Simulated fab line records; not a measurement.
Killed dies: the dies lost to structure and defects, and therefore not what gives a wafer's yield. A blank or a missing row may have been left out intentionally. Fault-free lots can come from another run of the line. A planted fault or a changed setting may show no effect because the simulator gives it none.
Struck lot and sound lot, side by side / flow rit_cmos / 28 out of 202 route steps
Sound: wafers L644.2, L644.4, L644.6. Wafers struck: L651.2, L651.5, L651.6. Last of all comes the cause.
Each step with rows lists, per side, the tool, then ch with its chambers, then its first start. Under that, the readings that differ: sound wafers / struck wafers / difference of the means / sigmas: that difference in standard deviations of wafers without a fault.
alike: readings with means less than 2 such deviations apart, plus words and numbers identical on both sides. not compared: withheld readings, readings lacking a value on some wafer, bounds such as >300 that could conceal the same value, and numbers that have no deviation in the record and whose values overlap.
Wherever a step has rows on one side only, a row that says differs or no value, or a row with sigmas, the two part there. When numbers do not overlap yet have no deviation, they are printed without sigmas and do not part them. A reading missing from all wafers of one side parts the sides only when that side holds two or more wafers.

RIT_ACTIVE_BOW_MEAS_00:
  sound on film_metro-02 at day 2 11:01; struck on film_metro-01 at day 3 22:01
  alike: INCOMING_BOW
RIT_ACTIVE_OXIDATION_01: target thk 46.8 nm, ox time 3360 s.
  sound on furnace-03 ch 0, day 2 11:50; struck on furnace-03 ch 0, day 3 22:20
reading=model.SiO2_of_ACTIVE_OXIDATION_01.thk_nm (nm); sound=46.13 47.3 46.96; struck=28.85 29.17 29.24; difference=-17.71; sigmas=
RIT_ACTIVE_THK_MEAS_02:
  sound on film_metro-02 at day 2 13:47; struck on film_metro-04 at day 4 00:16
reading=ACTIVE_OXIDE_THK (nm); sound=46.1 47.3 47.0; struck=28.8 29.2 29.2; difference=-17.7; sigmas=-23
then, 1 step without rows for these wafers: RIT_ACTIVE_CVD_03 (deposits Si3N4 from SiH2Cl2/NH3, target thk 150 nm, time 1500 s).
RIT_ACTIVE_THK_MEAS_04:
  sound on film_metro-02 at day 2 15:58; struck on film_metro-02 at day 4 02:53
  alike: ACTIVE_NITRIDE_THK
then, 6 steps without rows for these wafers: RIT_ACTIVE_HMDS_05 (prime time 60 s); RIT_ACTIVE_COAT_06 (resist thk 1000 nm); RIT_ACTIVE_SOFTBAKE_07 (time 60 s); RIT_ACTIVE_EXPOSE_08 (exposes mask M1, target cd 1400 nm); RIT_ACTIVE_PEB_09; RIT_ACTIVE_DEVELOP_10 (develop time 50 s).
RIT_ACTIVE_CD_MEAS_11: target cd 1400 nm.
  sound on cd_sem-02 at day 2 16:57; struck on cd_sem-02 at day 4 03:59
reading=cd_nm (nm); sound=1397.0 1399.5 1400.0; struck=1401.9 1402.8 1402.6; difference=+3.6; sigmas=+2
then, 1 step without rows for these wafers: RIT_ACTIVE_HARDBAKE_12 (time 60 s).
RIT_ACTIVE_ETCH_13: etches Si3N4 in SF6, stops on SiO2, time 210 s, target depth 210 nm.
  sound on rie_diel-01 ch 0,2,3, day 2 17:14; struck on rie_diel-01 ch 0,2,3, day 4 04:16
  alike: drypump_motor_current_A, oes_product_au, throttle_valve_pct
  not compared: rf_hours_counter_h
RIT_ACTIVE_STRIP_14: strips in O2, time 180 s.
  sound on plasma_asher-03 ch 0,1, day 2 17:22; struck on plasma_asher-04 ch 0,1, day 4 04:23
  alike: drypump_motor_current_A
  not compared: rf_hours_counter_h
RIT_ACTIVE_CD_MEAS_90: target cd 1400 nm.
  sound on cd_sem-01 at day 2 17:34; struck on cd_sem-02 at day 4 04:35
reading=cd_nm (nm); sound=1397.1 1399.8 1399.7; struck=1401.9 1403.1 1402.6; difference=+3.7; sigmas=+2
then, 4 steps without rows for these wafers: RIT_ACTIVE_CLEAN_15 (cleans in SC1, time 600 s); RIT_ACTIVE_CLEAN_16 (cleans in dHF, time 30 s); RIT_ACTIVE_CLEAN_17 (cleans in SC2, time 600 s); RIT_FOX1_OXIDATION_00 (target thk 350.7 nm, ox time 1130 s).
RIT_FOX1_THK_MEAS_01:
  sound on film_metro-01 at day 2 20:28; struck on film_metro-03 at day 4 08:04
  alike: FOX1_OXIDE_THK
then, 2 steps without rows for these wafers: RIT_FOX1_WET_ETCH_02 (etches SiO2 in BOE, target depth 350 nm, time 390 s); RIT_FOX2_OXIDATION_00 (target thk 350.7 nm, ox time 1130 s).
RIT_FOX2_THK_MEAS_01:
  sound on film_metro-02 at day 2 23:00; struck on film_metro-04 at day 4 10:52
  alike: FOX2_OXIDE_THK
then, 1 step without rows for these wafers: RIT_FOX2_CLEAN_02 (cleans in dHF, time 180 s).
RIT_FOX2_WET_ETCH_03: etches Si3N4 in H3PO4, target depth 195 nm, time 2700 s.
  sound on wet_bench-03 ch 1, day 2 23:07; struck on wet_bench-01 ch 1, day 4 10:59
reading=model.SiO2_of_ACTIVE_OXIDATION_01.thk_nm (nm); sound=40.87 41.5 41.64; struck=25.8 25.67 26.14; difference=-15.5; sigmas=
RIT_FOX2_THK_MEAS_90:
  sound on film_metro-03 at day 2 23:52; struck on film_metro-02 at day 4 11:50
  alike: FIELD_OXIDE_LEFT_1_THK
RIT_M1_PROBE_99:
  sound on prober-01 at day 4 20:45; struck on prober-02 at day 6 03:19
reading=model.etest.pldd.width_nm (nm); sound=3197 3155 3170; struck=3328 3328 3317; difference=+150; sigmas=
reading=model.etest.nldd.width_nm (nm); sound=3192 3152 3172; struck=3309 3329 3311; difference=+144; sigmas=
reading=model.etest.pplus_sal.width_nm (nm); sound=3467 3438 3447; struck=3566 3562 3563; difference=+113; sigmas=
reading=model.etest.nplus_sal.width_nm (nm); sound=3470 3423 3469; struck=3570 3565 3563; difference=+112; sigmas=
reading=model.etest.nmos_0p3.r_on_ohm_um; sound=2190 2220 2182; struck=2077 2101 2067; difference=-116; sigmas=
reading=model.etest.nmos_narrow.drive_ua_um; sound=224 219.2 223.8; struck=276.1 268.9 275.4; difference=+51.1; sigmas=
reading=model.etest.pmos_narrow.drive_ua_um; sound=99.55 97.32 98.63; struck=123.9 120.1 123.6; difference=+24.0; sigmas=
reading=model.etest.nmos_0p3.drive_ua_um; sound=221.2 222 222.2; struck=245.1 237.6 240.9; difference=+19.4; sigmas=
  alike: killed_at_contacts, killed_at_front_end, killed_dies, killed_on_rim, killed_open, killed_short

WHERE THEY PART
Last at RIT_ACTIVE_CD_MEAS_90 as far as this record goes, first at RIT_ACTIVE_THK_MEAS_02. Later steps at which nothing parts them and some readings are alike: RIT_FOX1_THK_MEAS_01, RIT_FOX2_THK_MEAS_01, RIT_FOX2_THK_MEAS_90, RIT_M1_PROBE_99.

WHY: the cause the simulator had injected
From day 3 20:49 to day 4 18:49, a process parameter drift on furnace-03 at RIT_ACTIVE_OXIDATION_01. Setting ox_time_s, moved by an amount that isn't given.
